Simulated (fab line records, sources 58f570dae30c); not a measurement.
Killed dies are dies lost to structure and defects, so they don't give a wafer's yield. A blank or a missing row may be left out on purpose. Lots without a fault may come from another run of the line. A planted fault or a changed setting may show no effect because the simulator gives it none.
fab line records | flow berkeley_cmos170
record lots=15 wafers=45 last_day=11
route steps=331 shown ACTIVE@63 CONTACT@228 V2@295
lots that met no fault: from a run of the same line without faults
start_h: hours from the record's first day to the start of the lot's first wafer shown | wait_h: hours since the lot's step before | " the same as in the row above | L1.1+2: a row that stands for several wafers | - no value, or no start given | * or withheld: withheld | < > ~ a bound
route shown NAME@n: a module of which the file shows steps, and the number in the route of the first | usual: mean/standard deviation of fault-free wafers | same: alike in all rows | chamber/n: place in a boat | sites: the reading at each site | _std_site: their standard deviation | _edge_site: outer sites' mean less inner sites' | radius_mm: how far each site lies from the wafer's centre | mask NAME#n: copy n | behind: the tool/chamber that last shaped the wafer | hold: why the lot was held/for how many hours/how that ended | device: the transistor (n, p or np) that didn't switch | end of line: the same wafers' tests at the end of the route | a step without rows: its recipe alone | killed: dies lost to structure and defects at the first sort, not the wafer's yield | map: a wafer's dies, x killed, . not, _ none there
set.NAME: the setting as run; set.NAME@STEP: as run at that earlier step | model.NAME: the simulator's own value behind a step, which no gauge read
steps of the route over a sample of lots; a table a step, a row a wafer
services: from which hour (start_h, from the record's first day; less than 0 if before it) a tool's chamber was out of use, for how many hours, and why
## steps
# step UCB170_ACTIVE_THK_MEAS_03
# recipe reads=SiO2_of_ACTIVE_OXIDATION_02
# usual ACTIVE_OXIDE_THK=26.4/0.56
# columns lot.wafer tool chamber start_h wait_h ACTIVE_OXIDE_THK[nm]
L218.1 film_metro-01 - 70.29 0.0 27.0
L218.2 " - " " 26.6
L218.6 " - " " 27.3
L217.2 film_metro-04 - 70.30 0.0 26.9
L217.5 " - " " 26.7
L217.6 " - " " 26.7
L221.1 film_metro-04 - 79.53 0.0 26.7
L221.2 " - " " 26.6
L221.4 " - " " 26.8
L222.2 film_metro-04 - 92.87 0.0 25.5
L222.4 " - " " 26.0
L222.6 " - " " 25.5
L223.1 film_metro-03 - 102.89 0.0 25.7
L223.2 " - " " 25.4
L223.6 " - " " 25.9
L224.1 film_metro-04 - 110.48 0.0 26.3
L224.3 " - " " 27.0
L224.5 " - " " 26.9
L226.1 film_metro-04 - 116.00 0.0 26.2
L226.3 " - " " 25.6
L226.4 " - " " 25.5
L227.1 film_metro-01 - 116.00 0.0 26.4
L227.3 " - " " 26.6
L227.6 " - " " 26.4
L225.4 film_metro-03 - 116.03 0.0 25.7
L225.5 " - " " 26.2
L225.6 " - " " 26.3
L228.2 film_metro-03 - 125.07 0.0 25.9
L228.4 " - " " 26.3
L228.6 " - " " 25.7
L229.1 film_metro-04 - 137.94 0.0 26.6
L229.3 " - " " 26.8
L229.6 " - " " 27.1
L233.2 film_metro-03 - 155.29 0.0 25.9
L233.3 " - " " 25.8
L233.5 " - " " 25.9
L235.2 film_metro-01 - 159.32 0.0 27.6
L235.3 " - " " 27.3
L235.5 " - " " 27.3
L238.2 film_metro-03 - 161.05 0.1 27.4
L238.3 " - " " 26.7
L238.6 " - " " 27.1
L236.2 film_metro-01 - 161.07 0.1 25.7
L236.3 " - " " 25.1
L236.5 " - " " 25.8
# step UCB170_CONTACT_EXPOSE_12
# recipe mask_id=CONT target_cd_nm=700 na=0.5 sigma_outer=0.6 source_shape=conventional dose_mj=35
# columns lot.wafer tool chamber start_h wait_h mask
L218.1+2+6 krf_scanner-02 0 153.95 - CONT#0
L221.1+2+4 krf_scanner-01 0 154.39 - CONT#0
L217.2+5+6 krf_scanner-02 0 154.65 - CONT#0
L222.2+4+6 krf_scanner-02 0 167.12 - CONT#0
L223.1+2+6 krf_scanner-01 0 176.23 - CONT#0
L225.4+5+6 krf_scanner-02 0 195.07 - CONT#0
L226.1+3+4 krf_scanner-01 0 195.47 - CONT#0
L224.1+3+5 krf_scanner-01 0 196.84 - CONT#0
L227.1+3+6 krf_scanner-01 0 197.08 - CONT#0
L228.2+4+6 krf_scanner-02 0 197.42 - CONT#0
L229.1+3+6 krf_scanner-01 0 223.73 - CONT#0
L233.2+3+5 krf_scanner-02 0 223.99 - CONT#0
L236.2+3+5 krf_scanner-02 0 234.37 - CONT#0
L235.2+3+5 krf_scanner-01 0 234.90 - CONT#0
L238.2+3+6 krf_scanner-01 0 238.66 - CONT#0
# step UCB170_CONTACT_OVL_MEAS_16
# usual CONTACT_OVL=-1/6.3
# columns lot.wafer tool chamber start_h wait_h hold CONTACT_OVL[nm]
L218.1 overlay-01 - 154.63 0.1 - -10
L218.2 " - " " - 2
L218.6 " - " " - 6
L221.1 overlay-01 - 154.90 0.1 - -1
L221.2 " - " " - 3
L221.4 " - " " - 8
L217.2 overlay-02 - 155.15 0.1 - -8
L217.5 " - " " - 5
L217.6 " - " " - -6
L222.2 overlay-01 - 167.61 0.1 - -8
L222.4 " - " " - -3
L222.6 " - " " - 0
L223.1 overlay-01 - 176.74 0.1 - 6
L223.2 " - " " - 4
L223.6 " - " " - 3
L225.4 overlay-02 - 195.54 0.1 - -8
L225.5 " - " " - -6
L225.6 " - " " - 0
L226.1 overlay-02 - 196.25 0.1 - 3
L226.3 " - " " - 2
L226.4 " - " " - 14
L224.1 overlay-02 - 197.48 0.1 - 4
L224.3 " - " " - 0
L224.5 " - " " - 2
L227.1 overlay-01 - 197.75 0.1 - 2
L227.3 " - " " - 5
L227.6 " - " " - 2
L228.2 overlay-02 - 197.92 0.1 - -13
L228.4 " - " " - -10
L228.6 " - " " - -10
L229.1 overlay-02 - 224.25 0.1 await_dispo/0.2h/release 262
L229.3 " - " " await_dispo/0.2h/release 268
L229.6 " - " " await_dispo/0.2h/release 266
L229.1 overlay-02 - 224.45 0.2 - 261
L229.3 " - " " - 268
L229.6 " - " " - 262
L233.2 overlay-01 - 224.53 0.1 - -10
L233.3 " - " " - -2
L233.5 " - " " - -4
L236.2 overlay-01 - 235.04 0.1 - -4
L236.3 " - " " - -3
L236.5 " - " " - -3
L235.2 overlay-02 - 235.49 0.1 await_dispo/0.2h/release 267
L235.3 " - " " await_dispo/0.2h/release 271
L235.5 " - " " await_dispo/0.2h/release 267
L235.2 overlay-02 - 235.69 0.2 - 267
L235.3 " - " " - 267
L235.5 " - " " - 263
L238.2 overlay-01 - 239.16 0.1 await_dispo/0.2h/release 245
L238.3 " - " " await_dispo/0.2h/release 262
L238.6 " - " " await_dispo/0.2h/release 253
L238.2 overlay-01 - 239.36 0.2 - 245
L238.3 " - " " - 259
L238.6 " - " " - 253
# step UCB170_CONTACT_ETCH_17
# recipe chemistry=N2/H2 target_depth_a=withheld overetch_a=withheld target=BARC time_s=withheld source_w=500 bias_w=100 pressure_mtorr=30 n2_flow_sccm=100 h2_flow_sccm=200
# usual drypump_motor_current_A=5.7/0.49 oes_product_au=1.001/0.016 throttle_valve_pct=13.28/0.19
# columns lot.wafer tool chamber start_h wait_h drypump_motor_current_A oes_product_au throttle_valve_pct
L218.1 rie_diel-01 0 154.66 0.0 4.8 0.989 13.03
L218.2 " 1 " " 5.4 1.005 13.25
L218.6 " 0 " " 4.7 0.977 13.03
L221.1 rie_diel-02 1 154.94 0.0 6.2 0.993 13.44
L221.2 " 0 " " 5.3 0.982 13.13
L221.4 " 3 " " 5.9 0.990 13.36
L217.2 rie_diel-01 2 155.18 0.0 5.7 0.986 13.66
L217.5 " 0 " " 4.8 0.991 13.04
L217.6 " 3 " " 5.7 0.979 13.50
L222.2 rie_diel-02 0 167.64 0.0 5.3 0.984 13.12
L222.4 " 2 " " 5.7 1.010 13.06
L222.6 " 1 " " 6.2 0.997 13.42
L223.1 rie_diel-04 1 176.78 0.0 6.1 1.020 13.06
L223.2 " 3 " " 5.7 1.003 13.19
L223.6 " 0 " " 5.4 1.003 13.28
L225.4 rie_diel-02 2 195.56 0.0 5.7 1.006 13.06
L225.5 " 0 " " 5.3 0.973 13.14
L225.6 " 3 " " 6.0 0.999 13.36
L226.1 rie_diel-04 2 196.29 0.0 6.6 1.045 13.33
L226.3 " 1 " " 6.0 1.030 13.06
L226.4 " 3 " " 5.7 1.000 13.21
L224.1 rie_diel-02 3 197.51 0.0 5.9 0.993 13.35
L224.3 " 2 " " 5.7 1.005 13.04
L224.5 " 2 " " 5.7 0.991 13.05
L227.1 rie_diel-04 0 197.79 0.0 5.4 1.017 13.30
L227.3 " 3 " " 5.7 1.005 13.21
L227.6 " 3 " " 5.7 0.994 13.22
L228.2 rie_diel-01 3 197.95 0.0 5.8 0.985 13.52
L228.4 " 1 " " 5.4 0.993 13.23
L228.6 " 1 " " 5.4 0.998 13.25
L233.2 rie_diel-02 2 224.56 0.0 5.7 0.998 13.04
L233.3 " 0 " " 5.3 0.990 13.15
L233.5 " 2 " " 5.7 1.011 13.06
L236.2 rie_diel-01 3 235.07 0.0 5.7 0.984 13.50
L236.3 " 0 " " 4.8 0.988 13.02
L236.5 " 2 " " 5.7 0.988 13.66
# step UCB170_V2_BOW_MEAS_03
# recipe mode=bow
# usual V2_BOW=39/6.9
# columns lot.wafer tool chamber start_h wait_h V2_BOW[um]
L218.1 film_metro-02 - 166.62 0.1 29
L218.2 " - " " 34
L218.6 " - " " 34
L221.1 film_metro-01 - 166.93 0.2 37
L221.2 " - " " 48
L221.4 " - " " 49
L217.2 film_metro-01 - 167.19 0.1 45
L217.5 " - " " 32
L217.6 " - " " 44
L222.2 film_metro-04 - 179.99 0.1 41
L222.4 " - " " 34
L222.6 " - " " 38
L223.1 film_metro-02 - 193.72 0.1 44
L223.2 " - " " 24
L223.6 " - " " 45
L226.1 film_metro-02 - 207.60 0.3 34
L226.3 " - " " 26
L226.4 " - " " 41
L225.4 film_metro-02 - 208.21 0.3 36
L225.5 " - " " 43
L225.6 " - " " 50
L224.1 film_metro-02 - 210.55 0.2 42
L224.3 " - " " 38
L224.5 " - " " 41
L227.1 film_metro-01 - 210.67 0.2 31
L227.3 " - " " 43
L227.6 " - " " 29
L228.2 film_metro-01 - 211.11 0.3 37
L228.4 " - " " 46
L228.6 " - " " 50
L233.2 film_metro-02 - 238.88 0.2 35
L233.3 " - " " 43
L233.5 " - " " 47
L236.2 film_metro-02 - 247.50 0.2 41
L236.3 " - " " 41
L236.5 " - " " 44
## services
# columns tool chamber start_h hours kind
krf_scanner-01 - 132.84 4.0 pm
krf_scanner-01 - 144.27 0.8 pm
krf_scanner-01 - 155.98 3.5 repair
krf_scanner-01 - 166.39 1.0 pm
krf_scanner-01 - 181.32 3.1 repair
krf_scanner-02 - 195.27 1.0 pm
krf_scanner-02 - 198.70 0.8 pm
rie_diel-01 2 199.99 2.4 repair
rie_diel-04 1 201.02 26.1 repair
rie_diel-04 - 202.28 0.5 repair
krf_scanner-01 0 203.26 - calibration
rie_diel-01 1 205.51 33.8 repair
krf_scanner-01 - 212.41 1.3 pm
krf_scanner-01 - 212.52 - calibration
krf_scanner-02 - 229.85 1.3 pm
krf_scanner-02 0 236.85 - calibration
## key
first_sign step=UCB170_CONTACT_OVL_MEAS_16 reading=visit direction=added
effect step=UCB170_CONTACT_OVL_MEAS_16 reading=CONTACT_OVL direction=up sigmas=42 usual=-1 struck=262
met_at UCB170_CONTACT_EXPOSE_12
struck_lots L229,L235,L238
scrapped_behind UCB170_CONTACT_OVL_MEAS_16 L229.1,L229.3,L229.6,L235.2,L235.3,L235.5,L238.2,L238.3,L238.6
not_acting_at UCB170_ACTIVE_THK_MEAS_03,UCB170_CONTACT_ETCH_17,UCB170_V2_BOW_MEAS_03
onset_between 197.08 223.73
fault kind=scanner_matching_overlay tool=krf_scanner-01 chamber=- onset_h=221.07 steps=UCB170_CONTACT_EXPOSE_12 offset=260
